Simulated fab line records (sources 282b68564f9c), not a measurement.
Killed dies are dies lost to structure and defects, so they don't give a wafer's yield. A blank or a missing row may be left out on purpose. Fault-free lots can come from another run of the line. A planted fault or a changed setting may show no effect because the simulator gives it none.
fab line records -- flow ritCmos
record lots=13, wafers=39, lastDay=7
route steps=202 shown GATE@91 M1@202
lots with no fault: from the same line, run without faults
startH: start of the lot's first displayed wafer, in hours after the record's first day -- waitH: hours elapsed since this lot's preceding step -- " unchanged from the row above -- L1.1+2: a row that stands for several wafers -- - no value, or no start was given -- * or withheld: withheld -- < > ~ a bound
route shown NAME@n: a module of which the file shows steps, and the number in the route of the first -- usual: mean/standard deviation of fault-free wafers -- same: alike in all rows -- chamber/n: place in a boat -- sites: the reading at each site -- _std_site: how widely they spread, as a standard deviation -- _edge_site: inner sites' mean taken away from outer sites' mean -- radiusMm: how far each site lies from the wafer's centre -- mask NAME#n: copy n -- behind: the most recent tool/chamber to have shaped the wafer -- hold: the reason the lot was held/the length of the hold in hours/how it ended -- device: the n, p or np transistor that did not switch -- end of line: the same wafers' tests at the end of the route -- where a step has no rows: the recipe by itself -- killed: not the wafer's yield, but the dies lost to structure and defects at the first sort -- map: shows each die of a wafer: x if killed, . if not, _ if none is there
set.NAME: setting as actually run; set.NAME@STEP: the setting as run at that earlier step -- model.NAME: the simulator's own value behind a step, which no gauge read
a sample of lots followed through the steps of the route, with each step as a table and each wafer as a row
## steps
# step RIT_GATE_DEVELOP_15
# recipe resist=NOVOLAK, developTimeS=50, devTempC=23
# usual chillPlateTempC=23.00/0.091
lot.wafer,tool,chamber,startH,waitH,chillPlateTempC
L920.2,lithoTrack-04,0,36,-,22.94
L920.4,lithoTrack-04,0,36,-,23.07
L920.5,lithoTrack-04,0,36,-,22.90
L921.1,lithoTrack-01,0,43,-,22.94
L921.4,lithoTrack-01,0,43,-,22.93
L921.6,lithoTrack-01,0,43,-,22.90
L922.1,lithoTrack-03,0,46,-,23.08
L922.4,lithoTrack-03,0,46,-,22.88
L922.6,lithoTrack-03,0,46,-,23.05
L923.1,lithoTrack-04,0,52,-,23.06
L923.4,lithoTrack-04,0,52,-,23.08
L923.6,lithoTrack-04,0,52,-,23.06
L925.1,lithoTrack-03,0,64,-,22.90
L925.3,lithoTrack-03,0,64,-,22.91
L925.4,lithoTrack-03,0,64,-,22.90
L926.1,lithoTrack-03,0,67,-,23.09
L926.2,lithoTrack-03,0,67,-,23.01
L926.3,lithoTrack-03,0,67,-,22.91
L927.2,lithoTrack-04,0,76,-,22.98
L927.3,lithoTrack-04,0,76,-,22.90
L927.4,lithoTrack-04,0,76,-,22.88
L936.1,lithoTrack-04,0,115,-,23.02
L936.2,lithoTrack-04,0,115,-,22.98
L936.4,lithoTrack-04,0,115,-,22.99
L938.1,lithoTrack-03,0,126,-,22.98
L938.3,lithoTrack-03,0,126,-,22.97
L938.4,lithoTrack-03,0,126,-,23.08
L939.1,lithoTrack-01,0,132,-,23.11
L939.2,lithoTrack-01,0,132,-,23.11
L939.4,lithoTrack-01,0,132,-,23.11
L940.2,lithoTrack-03,0,137,-,23.11
L940.5,lithoTrack-03,0,137,-,23.01
L940.6,lithoTrack-03,0,137,-,23.20
L941.2,lithoTrack-03,0,141,-,23.04
L941.4,lithoTrack-03,0,141,-,23.09
L941.5,lithoTrack-03,0,141,-,23.07
L942.1,lithoTrack-03,0,148,-,22.96
L942.5,lithoTrack-03,0,148,-,22.82
L942.6,lithoTrack-03,0,148,-,22.94
# step RIT_GATE_CD_MEAS_16
# recipe targetCdNm=150
# usual cdNm=149.6/2.4
lot.wafer,tool,chamber,startH,waitH,cdNm
L920.2,cdSem-01,-,36.20,-,147.7
L920.4,cdSem-01,-,36.20,-,148.7
L920.5,cdSem-01,-,36.20,-,147.5
L921.1,cdSem-01,-,43.90,-,148.5
L921.4,cdSem-01,-,43.90,-,149.1
L921.6,cdSem-01,-,43.90,-,150.9
L922.1,cdSem-01,-,46.73,-,145.6
L922.4,cdSem-01,-,46.73,-,147.4
L922.6,cdSem-01,-,46.73,-,148.7
L923.1,cdSem-02,-,52.92,-,149.0
L923.4,cdSem-02,-,52.92,-,149.4
L923.6,cdSem-02,-,52.92,-,146.8
L925.1,cdSem-01,-,64.75,-,147.4
L925.3,cdSem-01,-,64.75,-,147.1
L925.4,cdSem-01,-,64.75,-,151.3
L926.1,cdSem-02,-,68.06,-,147.7
L926.2,cdSem-02,-,68.06,-,147.0
L926.3,cdSem-02,-,68.06,-,146.1
L927.2,cdSem-01,-,77.04,-,146.5
L927.3,cdSem-01,-,77.04,-,144.7
L927.4,cdSem-01,-,77.04,-,145.2
L936.1,cdSem-01,-,116.02,-,136.6
L936.2,cdSem-01,-,116.02,-,136.2
L936.4,cdSem-01,-,116.02,-,137.2
L938.1,cdSem-01,-,126.55,-,150.4
L938.3,cdSem-01,-,126.55,-,147.5
L938.4,cdSem-01,-,126.55,-,148.7
L939.1,cdSem-01,-,132.22,-,149.2
L939.2,cdSem-01,-,132.22,-,150.4
L939.4,cdSem-01,-,132.22,-,150.9
L940.2,cdSem-02,-,137.46,-,149.6
L940.5,cdSem-02,-,137.46,-,150.1
L940.6,cdSem-02,-,137.46,-,152.3
L941.2,cdSem-02,-,142.01,-,150.0
L941.4,cdSem-02,-,142.01,-,152.1
L941.5,cdSem-02,-,142.01,-,148.2
L942.1,cdSem-02,-,148.91,-,150.3
L942.5,cdSem-02,-,148.91,-,151.3
L942.6,cdSem-02,-,148.91,-,151.1
# step RIT_M1_PROBE_99
# usual killed_at_M0_to_M3=0.0/0.14, killedAtContacts=0.1/0.27, killedAtFrontEnd=7.2/2.9, killedDies=7.3/2.9, killedOpen=3.6/1.9, killedShort=3.8/1.9
# same grossDies=264, killed_at_M4_up=0, killedAtBackSide=0, killedAtOther=0
lot.wafer,tool,chamber,startH,waitH,killed_at_M0_to_M3,killedAtContacts,killedAtFrontEnd,killedDies,killedOpen,killedShort
L936.1,prober-01,-,137.55,0.1,0,0,8,8,3,4
L936.2,prober-01,-,137.60,0.1,0,0,10,10,2,6
L936.4,prober-01,-,137.70,0.2,0,0,9,9,2,7
L938.1,prober-01,-,147.22,0.1,0,0,11,11,9,2
L938.3,prober-01,-,147.32,0.2,0,0,10,10,2,8
L938.4,prober-01,-,147.37,0.2,0,0,10,10,4,6
L941.2,prober-02,-,166.07,0.1,0,0,7,7,5,2
L941.4,prober-02,-,166.17,0.2,0,0,9,9,5,4
L941.5,prober-02,-,166.22,0.2,0,0,7,7,4,3
# killed by level:class
L936.1 GATE:geometricParticle:short=2 ACTIVE:geometricParticle:short=1 GATE:geometricParticle:open=1 REOX:geometricParticle:open=1 REOX:geometricParticle:short=1 SPACER:geometricParticle:open=1 GATE:areaDevelop=1
L936.2 GATE:geometricParticle:short=3 GATE:areaDevelop=2 FOX1:geometricParticle:short=1 GATE:geometricParticle:open=1 SPACER:geometricParticle:short=1 SPACER:geometricParticle:open=1 SILICIDE:geometricParticle:short=1
L936.4 GATE:geometricParticle:short=3 REOX:geometricParticle:short=2 FOX1:geometricParticle:short=1 GATE:geometricParticle:open=1 REOX:geometricParticle:open=1 SPACER:geometricParticle:short=1
L938.1 GATE:geometricParticle:open=2 REOX:geometricParticle:open=2 SPACER:geometricParticle:open=2 SILICIDE:geometricParticle:open=2 FOX1:geometricParticle:open=1 FOX2:geometricParticle:short=1 SPACER:geometricParticle:short=1
L938.3 REOX:geometricParticle:short=4 SPACER:geometricParticle:short=2 FOX2:geometricParticle:open=1 FOX2:geometricParticle:short=1 GATE:geometricParticle:short=1 REOX:geometricParticle:open=1
L938.4 GATE:geometricParticle:short=3 FOX1:geometricParticle:short=2 SILICIDE:geometricParticle:open=2 FOX1:geometricParticle:open=1 FOX2:geometricParticle:open=1 SILICIDE:geometricParticle:short=1
L941.2 GATE:geometricParticle:open=2 FOX2:geometricParticle:open=1 GATE:geometricParticle:short=1 REOX:geometricParticle:open=1 SPACER:geometricParticle:short=1 SPACER:geometricParticle:open=1
L941.4 GATE:geometricParticle:short=3 GATE:geometricParticle:open=3 FOX1:geometricParticle:short=1 FOX1:geometricParticle:open=1 SPACER:geometricParticle:open=1
L941.5 GATE:geometricParticle:short=2 ACTIVE:geometricParticle:open=1 FOX1:geometricParticle:short=1 FOX1:geometricParticle:open=1 GATE:geometricParticle:open=1 REOX:geometricParticle:open=1
## key
firstSign step=RIT_GATE_CD_MEAS_16, reading=cdNm, direction=down, sigmas=5.3, usual=149.6, struck=136.6, through=controlLoop
effect none on later readings
metAt RIT_GATE_DEVELOP_15
struckLots L936
testerLeftOut L936
loopTrim step=RIT_GATE_EXPOSE_13, setting=dose, lots=L936
onsetBetween 76 115
fault kind=processParameterDrift, tool=lithoTrack-04, chamber=-, onsetH=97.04, steps=RIT_GATE_DEVELOP_15, channel=developTimeS, offset=*, shape=step, endH=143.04, actsIn=*, stated=*
# testerLeftOut: of these lots the tester's yield and bins aren't shown, on N5 and GAA mostly nor the transistor test; their killed dies are dies lost to structure and defects alone, not to doping, threshold or leakage, so they don't give the yield
# loopTrim: a control loop set the setting to another value than it would have without faults
